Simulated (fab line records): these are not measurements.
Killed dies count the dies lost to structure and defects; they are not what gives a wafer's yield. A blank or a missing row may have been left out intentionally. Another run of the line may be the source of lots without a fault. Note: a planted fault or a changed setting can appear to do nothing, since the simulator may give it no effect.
8D (eight disciplines) problem report, filled in by code + flow berkeley-cmos170 + the parts of the form that need people (team, actions taken, sign-off) are left out

1. THE ISSUE
PSD_TW at UCB170_PSD_TW_MEAS_10 reads a mean of 2454 on 6 wafers of 2 lots; wafers without a fault read 2322 with a standard deviation of 14. Measured from the usual mean, that is +9.4 standard deviations.
First seen on wafer L298.2, day 10 05:53, on film-metro-03. Wafers with a number at this step in the record: 42, from 14 lots. Rule for "out", or "out of limits": more than 4 standard deviations from the usual mean. Any other wafer with a number is counted as sound.

2. WHAT THIS IS AND IS NOT
| question                    | is                           | is not                                                                          |
|-----------------------------|------------------------------|---------------------------------------------------------------------------------|
| which readings at this step | PSD_TW                       | -                                                                               |
| which lots                  | L298, L300                   | L282, L283, L285, L286, L288, L290, L291, L292, L294, L301, L303, L304          |
| which wafers of those lots  | all that have a number       | -                                                                               |
| read on which gauges        | film-metro-01, film-metro-03 | film-metro-04                                                                   |
| when                        | from day 10 05:53            | up to then (27 sound wafers); but 9 sound wafers of L301, L303, L304 came after |

3. THE SUSPECTS, EACH WITH WHAT RULES IT OUT
Counting: a tool at a process step up to the reading stays a suspect if it ran every lot that is out and no sound lot after the first of them.
- the gauge at UCB170_PSD_TW_MEAS_10: ruled out. 2 gauges (film-metro-01, film-metro-03) read the wafers that are out.
- plasma-asher-01 at UCB170_PVT_STRIP_08 (strips in O2): kept. It processed each lot that is out, first L298 at day 9 02:53, and no sound lot thereafter; up to then, the last sound lot it processed was L290 at day 7 15:16.
- implanter-02 at UCB170_PSD_IMPLANT_08: kept. It processed each lot that is out, first L298 at day 10 05:39, and no sound lot thereafter; up to then, the last sound lot it processed was L294 at day 9 08:07. Out on those wafers are its own readings of dose-ions-cm2, faraday-current-uA.
What counting leaves: plasma-asher-01 at UCB170_PVT_STRIP_08 and implanter-02 at UCB170_PSD_IMPLANT_08.

4. THE CAUSE (what the simulator had put in)
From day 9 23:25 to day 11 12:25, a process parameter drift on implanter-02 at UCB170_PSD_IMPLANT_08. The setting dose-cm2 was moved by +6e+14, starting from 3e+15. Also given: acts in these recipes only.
Of the 2 suspects that counting leaves, this tool is one.

5. THE EFFECT CHAIN, in route order
Each row: a reading whose mean over the struck wafers that have a number lies more than 3 standard deviations from the usual. Readings are gone through only where the record gives a usual standard deviation; hours: the median, over the lots, of the time from a lot's start at the first step in this table giving one to that lot's start at this step; sigmas: the change measured in usual standard deviations.
| hours | step                       | reading                  | usual        | on struck wafers | change     | sigmas      |
|-------|----------------------------|--------------------------|--------------|------------------|------------|-------------|
| 0     | UCB170_PSD_IMPLANT_08      | dose-ions-cm2            | 3.001e+15    | 3.605e+15        | +6.038e+14 | +99 or more |
| 0     | UCB170_PSD_IMPLANT_08      | faraday-current-uA       | 9265         | 11207            | +1942      | +10         |
| 0     | UCB170_PSD_STRIP_09        | oes-product-au           | 0.600 a.u.   | 0.577            | -0.023     | -4.7        |
| 0     | UCB170_PSD_STRIP_09        | strip-time-to-endpoint-s | 29.37 s      | 31.44            | +2.07      | +28         |
| 0     | UCB170_PSD_TW_MEAS_10      | PSD_TW                   | 2322         | 2454             | +132       | +9.4        |
| 4     | UCB170_SDANNEAL_RS_MEAS_02 | PSD_RS                   | 75.52 ohm/sq | 65.69            | -9.83      | -33         |
Its process steps:
- UCB170_PSD_IMPLANT_08
- UCB170_PSD_STRIP_09: strips in O2.

6. HOW IT WOULD HAVE BEEN CAUGHT EARLIER
Counted from the fault's start at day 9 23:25, it took 6 hours until the first out-of-limits reading at a measuring or inspecting step in this record, taken at day 10 05:53.
The tool's own readings at UCB170_PSD_IMPLANT_08 were out on every struck wafer that the step has a row for (dose-ions-cm2, faraday-current-uA): an alarm limit on them would have fired on the first of those.
Among the 2 lots that are out, L300 began UCB170_PSD_IMPLANT_08 on implanter-02 after day 10 05:53. A tool hold placed at that time would have kept it from harm.
